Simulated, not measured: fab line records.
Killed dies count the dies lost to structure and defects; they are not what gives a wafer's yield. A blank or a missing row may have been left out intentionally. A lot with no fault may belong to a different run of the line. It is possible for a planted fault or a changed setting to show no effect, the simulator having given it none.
The tool behind it: which one? || flow ritCmos || 14 lots, 42 wafers sampled, at 2 steps of a route of 202

== WHAT THE GAUGES SHOWED, per wafer ==
The record holds no reading of a measuring or inspecting step that can be judged against a usual standard deviation.

== EACH LOT AND THE TOOL THAT RAN IT (in order: tool; ch and the chambers of the sampled wafers; start) ==
{"lot": "L893", "RIT_SPACER_ETCHBACK_05": "rieDiel-04 ch 2,3, day 3 14:23", "RIT_M1_PROBE_99": "-"}
{"lot": "L895", "RIT_SPACER_ETCHBACK_05": "rieDiel-03 ch 2,3, day 3 20:12", "RIT_M1_PROBE_99": "-"}
{"lot": "L894", "RIT_SPACER_ETCHBACK_05": "rieDiel-04 ch 1,2,3, day 3 20:27", "RIT_M1_PROBE_99": "-"}
{"lot": "L896", "RIT_SPACER_ETCHBACK_05": "rieDiel-03 ch 0,1,2, day 4 02:15", "RIT_M1_PROBE_99": "-"}
{"lot": "L897", "RIT_SPACER_ETCHBACK_05": "rieDiel-03 ch 0,1,2, day 4 05:44", "RIT_M1_PROBE_99": "-"}
{"lot": "L898", "RIT_SPACER_ETCHBACK_05": "rieDiel-02 ch 2,3, day 4 12:51", "RIT_M1_PROBE_99": "-"}
{"lot": "L899", "RIT_SPACER_ETCHBACK_05": "rieDiel-03 ch 2,3, day 4 15:17", "RIT_M1_PROBE_99": "-"}
{"lot": "L900", "RIT_SPACER_ETCHBACK_05": "rieDiel-03 ch 0,1,3, day 4 19:45", "RIT_M1_PROBE_99": "prober-01, day 5 07:56"}
{"lot": "L902", "RIT_SPACER_ETCHBACK_05": "rieDiel-03 ch 1,2, day 5 01:50", "RIT_M1_PROBE_99": "-"}
{"lot": "L903", "RIT_SPACER_ETCHBACK_05": "rieDiel-04 ch 0,1,3, day 5 05:30", "RIT_M1_PROBE_99": "-"}
{"lot": "L905", "RIT_SPACER_ETCHBACK_05": "rieDiel-03 ch 0,1,3, day 5 14:04", "RIT_M1_PROBE_99": "-"}
{"lot": "L908", "RIT_SPACER_ETCHBACK_05": "rieDiel-03 ch 2,3, day 6 02:43", "RIT_M1_PROBE_99": "-"}
{"lot": "L911", "RIT_SPACER_ETCHBACK_05": "rieDiel-02 ch 0,1,3, day 6 17:35", "RIT_M1_PROBE_99": "-"}
{"lot": "L915", "RIT_SPACER_ETCHBACK_05": "rieDiel-02 ch 1,2,3, day 7 17:31", "RIT_M1_PROBE_99": "prober-01, day 8 06:23"}
- RIT_SPACER_ETCHBACK_05: etches Si3N4 in SF6/CHF3, stops on SiO2, target depth 250 nm, time 240 s.
- RIT_M1_PROBE_99

== AS READ BY THE TOOLS THEMSELVES (means over the sampled wafers that have a number; for cases with no such wafer, the mark the record gives instead) ==
RIT_SPACER_ETCHBACK_05. Usual: drypumpMotorCurrentA 5.6 A, standard deviation 0.5; oesProductAu 0.851 a.u., standard deviation 0.011; throttleValvePct 10.29 %, standard deviation 0.1.
{"lot": "L893", "tool": "rieDiel-04", "drypumpMotorCurrentA (A)": 5.6, "oesProductAu (a.u.)": 0.833, "throttleValvePct (%)": 10.26, "flag": ""}
{"lot": "L895", "tool": "rieDiel-03", "drypumpMotorCurrentA (A)": 5.1, "oesProductAu (a.u.)": 0.859, "throttleValvePct (%)": 10.36, "flag": ""}
{"lot": "L894", "tool": "rieDiel-04", "drypumpMotorCurrentA (A)": 6.0, "oesProductAu (a.u.)": 0.839, "throttleValvePct (%)": 10.26, "flag": ""}
{"lot": "L896", "tool": "rieDiel-03", "drypumpMotorCurrentA (A)": 5.9, "oesProductAu (a.u.)": 0.854, "throttleValvePct (%)": 10.36, "flag": ""}
{"lot": "L897", "tool": "rieDiel-03", "drypumpMotorCurrentA (A)": 5.9, "oesProductAu (a.u.)": 0.858, "throttleValvePct (%)": 10.38, "flag": ""}
{"lot": "L898", "tool": "rieDiel-02", "drypumpMotorCurrentA (A)": 5.8, "oesProductAu (a.u.)": 0.840, "throttleValvePct (%)": 10.17, "flag": ""}
{"lot": "L899", "tool": "rieDiel-03", "drypumpMotorCurrentA (A)": 5.5, "oesProductAu (a.u.)": 0.867, "throttleValvePct (%)": 10.39, "flag": ""}
{"lot": "L900", "tool": "rieDiel-03", "drypumpMotorCurrentA (A)": 5.5, "oesProductAu (a.u.)": 0.848, "throttleValvePct (%)": 10.32, "flag": ""}
{"lot": "L902", "tool": "rieDiel-03", "drypumpMotorCurrentA (A)": 6.1, "oesProductAu (a.u.)": 0.842, "throttleValvePct (%)": 10.28, "flag": ""}
{"lot": "L903", "tool": "rieDiel-04", "drypumpMotorCurrentA (A)": 6.1, "oesProductAu (a.u.)": 0.851, "throttleValvePct (%)": 10.22, "flag": ""}
{"lot": "L905", "tool": "rieDiel-03", "drypumpMotorCurrentA (A)": 5.5, "oesProductAu (a.u.)": 0.869, "throttleValvePct (%)": 10.33, "flag": ""}
{"lot": "L908", "tool": "rieDiel-03", "drypumpMotorCurrentA (A)": 5.5, "oesProductAu (a.u.)": 0.881, "throttleValvePct (%)": 10.39, "flag": ""}
{"lot": "L911", "tool": "rieDiel-02", "drypumpMotorCurrentA (A)": 5.4, "oesProductAu (a.u.)": 0.851, "throttleValvePct (%)": 10.21, "flag": ""}
{"lot": "L915", "tool": "rieDiel-02", "drypumpMotorCurrentA (A)": 5.7, "oesProductAu (a.u.)": 0.846, "throttleValvePct (%)": 10.18, "flag": ""}

RIT_M1_PROBE_99. Usual: killedAtContacts 0.1, standard deviation 0.38; killedAtFrontEnd 7, standard deviation 3.2; killedDies 7, standard deviation 3.2; killedOpen 3.6, standard deviation 2.1; killedShort 3.5, standard deviation 2.
{"lot": "L900", "tool": "prober-01", "killedAtContacts": 0.0, "killedAtFrontEnd": 6, "killedDies": 6, "killedOpen": 2.7, "killedShort": 2.7, "flag": ""}
{"lot": "L915", "tool": "prober-01", "killedAtContacts": 0.0, "killedAtFrontEnd": 6, "killedDies": 6, "killedOpen": 2.7, "killedShort": 3.0, "flag": ""}

== THE ANSWER, worked out from the rows above alone ==
Rule: a lot is off if the mean of its wafers that have a number lies more than 3 standard deviations from the usual mean. A lot without any number at a reading at which 4 lots or more have one is off too. Where the step has rows for the other lots, those lots are counted as sound. Order of review: gauges by route order, followed by the tools' own readings, for which a lot's mean as printed above is used. At the first step where some lot is off, the reading lying furthest off is the one used; lots without a number count as furthest.
Nothing can be told from this: no lot is off at any reading shown.

== WHAT THE SIMULATOR HAD INSERTED ==
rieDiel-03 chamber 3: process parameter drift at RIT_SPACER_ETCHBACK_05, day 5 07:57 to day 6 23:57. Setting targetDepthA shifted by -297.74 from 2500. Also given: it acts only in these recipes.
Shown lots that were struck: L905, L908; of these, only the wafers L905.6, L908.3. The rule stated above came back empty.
